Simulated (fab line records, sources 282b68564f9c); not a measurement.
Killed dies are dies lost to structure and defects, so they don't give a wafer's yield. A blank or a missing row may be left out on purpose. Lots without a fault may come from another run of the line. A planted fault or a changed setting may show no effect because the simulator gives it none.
A struck lot beside a sound one | flow rit_cmos | 44 steps out of a route of 202
Sound: wafers L407.1, L407.5, L407.6. Struck: wafers L411.2, L411.4, L411.5. The cause comes at the end.
At each step with rows: each side's tool, then ch and its chambers, then its first start. Under that, the readings that differ: sound wafers | struck wafers | difference of the means | sigmas: that difference in standard deviations of wafers without a fault.
alike: readings whose means differ by less than 2 such deviations, and words and numbers that are the same on both sides. not compared: withheld readings, readings that some wafer has no value for, bounds like >300 that may hide the same value, and numbers for which the record gives no deviation and whose values overlap.
The two part at a step that has a row with sigmas, a row that says differs or no value, or rows on one side only. Numbers that don't overlap but have no deviation are shown without sigmas and don't part them. A reading that every wafer of one side lacks parts them only if that side has two wafers or more.

first, 1 step without rows for these wafers: RIT_PRETRO_IMPLANT_08.
RIT_PRETRO_STRIP_09: strips in O2, time 180 s.
  sound on plasma_asher-03 ch 0,1, day 2 18:09; struck on plasma_asher-01 ch 0, day 3 13:34
  alike: drypump_motor_current_A, rf_refl_power_W
  not compared: rf_hours_counter_h
RIT_PRETRO_TW_MEAS_10:
  sound on film_metro-02, day 2 18:19; struck on film_metro-04, day 3 13:46
  reading   | sound             | struck            | difference | sigmas
  PRETRO_TW | 478.1 475.3 475.4 | 483.5 482.4 486.9 | +8.0       | +3
then, 5 steps without rows for these wafers: RIT_GATE_WET_ETCH_00 (etches SiO2 in BOE, target depth 56 nm, time 60 s); RIT_GATE_CLEAN_01 (cleans in SC1, time 600 s); RIT_GATE_CLEAN_02 (cleans in dHF, time 30 s); RIT_GATE_CLEAN_03 (cleans in SC2, time 600 s); RIT_GATE_CLEAN_04 (cleans in dHF, time 60 s).
RIT_FOX2_THK_MEAS_91:
  sound on film_metro-02, day 2 19:09; struck on film_metro-02, day 3 14:15
  alike: FIELD_OXIDE_LEFT_2_THK
then, 2 steps without rows for these wafers: RIT_GATE_OXIDATION_05 (target thk 3 nm, ox time 270 s); RIT_GATE_ANNEAL_06 (time 600 s).
RIT_GATE_THK_MEAS_07:
  sound on film_metro-03, day 2 20:41; struck on film_metro-04, day 3 15:38
  alike: GATE_OXIDE_THK
RIT_GATE_CVD_08: deposits poly-Si from SiH4, target thk 250 nm, time 2220 s.
  sound on lpcvd-01 ch 0, day 2 20:45; struck on lpcvd-01 ch 0, day 3 15:41
  reading                                  | sound             | struck            | difference | sigmas
  model.poly-Si_of_GATE_CVD_08.thk_nm (nm) | 251.7 253.2 249.7 | 177.4 174.7 178.6 | -74.6      |
RIT_GATE_THK_MEAS_09:
  sound on film_metro-04, day 2 22:22; struck on film_metro-03, day 3 17:19
  reading            | sound             | struck            | difference | sigmas
  GATE_POLY_THK (nm) | 251.7 253.4 249.8 | 177.4 174.9 178.5 | -74.7      | -34
then, 6 steps without rows for these wafers: RIT_GATE_HMDS_10 (prime time 60 s); RIT_GATE_COAT_11 (resist thk 850 nm); RIT_GATE_SOFTBAKE_12 (time 60 s); RIT_GATE_EXPOSE_13 (exposes mask M6, target cd 150 nm); RIT_GATE_PEB_14; RIT_GATE_DEVELOP_15 (develop time 50 s).
RIT_GATE_CD_MEAS_16: target cd 150 nm.
  sound on cd_sem-01, day 2 23:24; struck on cd_sem-01, day 3 18:14
  alike: cd_nm
RIT_GATE_OVL_MEAS_17:
  sound on overlay-02, day 2 23:31; struck on overlay-02, day 3 18:20
  alike: GATE_OVL
then, 1 step without rows for these wafers: RIT_GATE_HARDBAKE_18 (time 60 s).
RIT_GATE_ETCH_19: etches poly-Si in SF6/CHF3/O2, stops on SiO2, time 165 s, target depth 312.5 nm.
  sound on rie_si-01 ch 0,3, day 2 23:43; struck on rie_si-01 ch 2,3, day 3 18:31
  reading                          | sound             | struck            | difference | sigmas
  oes_product_au (a.u.)            | 0.885 0.869 0.867 | 0.700 0.670 0.693 | -0.186     | -12
  model.etch.depth_nm (nm)         | 251.7 253.2 249.7 | 177.4 174.7 178.6 | -74.6      |
  model.GATE.feature_depth_nm (nm) | 251.7 253.2 249.7 | 177.4 174.7 178.6 | -74.6      |
  alike: SF6_flow_sccm, drypump_motor_current_A, throttle_valve_pct
  not compared: rf_hours_counter_h
RIT_GATE_STRIP_20: strips in O2, time 180 s.
  sound on plasma_asher-02 ch 0,1, day 2 23:49; struck on plasma_asher-04 ch 0,1, day 3 18:38
  alike: drypump_motor_current_A, rf_refl_power_W
  not compared: rf_hours_counter_h
RIT_GATE_CD_MEAS_90: target cd 150 nm.
  sound on cd_sem-01, day 2 23:59; struck on cd_sem-01, day 3 18:49
  alike: cd_nm
then, 4 steps without rows for these wafers: RIT_REOX_CLEAN_00 (cleans in SC1, time 600 s); RIT_REOX_CLEAN_01 (cleans in dHF, time 30 s); RIT_REOX_CLEAN_02 (cleans in SC2, time 600 s); RIT_REOX_OXIDATION_03 (target thk 25.2 nm, ox time 5580 s).
RIT_REOX_THK_MEAS_04:
  sound on film_metro-01, day 3 03:04; struck on film_metro-02, day 3 21:52
  alike: REOX_OXIDE_THK
then, 6 steps without rows for these wafers: RIT_NLDD_HMDS_00 (prime time 60 s); RIT_NLDD_COAT_01 (resist thk 1000 nm); RIT_NLDD_SOFTBAKE_02 (time 60 s); RIT_NLDD_EXPOSE_03 (exposes mask M7, target cd 40700 nm); RIT_NLDD_PEB_04; RIT_NLDD_DEVELOP_05 (develop time 50 s).
RIT_NLDD_OVL_MEAS_06:
  sound on overlay-01, day 3 04:03; struck on overlay-02, day 3 22:52
  alike: NLDD_OVL
then, 2 steps without rows for these wafers: RIT_NLDD_HARDBAKE_07 (time 60 s); RIT_NLDD_IMPLANT_08.
RIT_NLDD_STRIP_09: strips in O2, time 180 s.
  sound on plasma_asher-01 ch 0,1, day 3 04:23; struck on plasma_asher-04 ch 0,1, day 3 23:16
  alike: drypump_motor_current_A, rf_refl_power_W
  not compared: rf_hours_counter_h
RIT_NLDD_TW_MEAS_10:
  sound on film_metro-03, day 3 04:34; struck on film_metro-03, day 3 23:27
  alike: NLDD_TW
RIT_SDANNEAL_CLEAN_02: cleans in SC2, time 600 s.
  sound on wet_bench-01 ch 1, day 3 11:36; struck on wet_bench-01 ch 3, day 4 06:40
  reading                                  | sound             | struck            | difference | sigmas
  model.poly-Si_of_GATE_CVD_08.thk_nm (nm) | 165.6 167.1 161.4 | 91.22 89.31 92.12 | -73.82     |
RIT_M1_PROBE_99:
  sound on prober-01, day 3 20:28; struck on prober-01, day 4 14:20
  alike: killed_at_M0_to_M3, killed_at_front_end, killed_dies, killed_on_rim, killed_open, killed_short
  not compared: model.etest.pmos_turned.r_on_ohm_um, model.etest.pmos_0p3.r_on_ohm_um, model.etest.pmos_0p15.r_on_ohm_um, model.etest.nmos_0p3.r_on_ohm_um, model.etest.nmos_turned.drive_ua_um, model.etest.nmos_0p15.r_on_ohm_um, model.etest.pmos_turned.drive_ua_um, model.etest.nmos_0p15.drive_ua_um

WHERE THEY PART
First at RIT_PRETRO_TW_MEAS_10; last, within this record, at RIT_GATE_ETCH_19. Later steps at which nothing parts them and some readings are alike: RIT_GATE_STRIP_20, RIT_GATE_CD_MEAS_90, RIT_REOX_THK_MEAS_04, RIT_NLDD_OVL_MEAS_06, RIT_NLDD_STRIP_09, RIT_NLDD_TW_MEAS_10, RIT_M1_PROBE_99.

WHY: what the simulator had put in
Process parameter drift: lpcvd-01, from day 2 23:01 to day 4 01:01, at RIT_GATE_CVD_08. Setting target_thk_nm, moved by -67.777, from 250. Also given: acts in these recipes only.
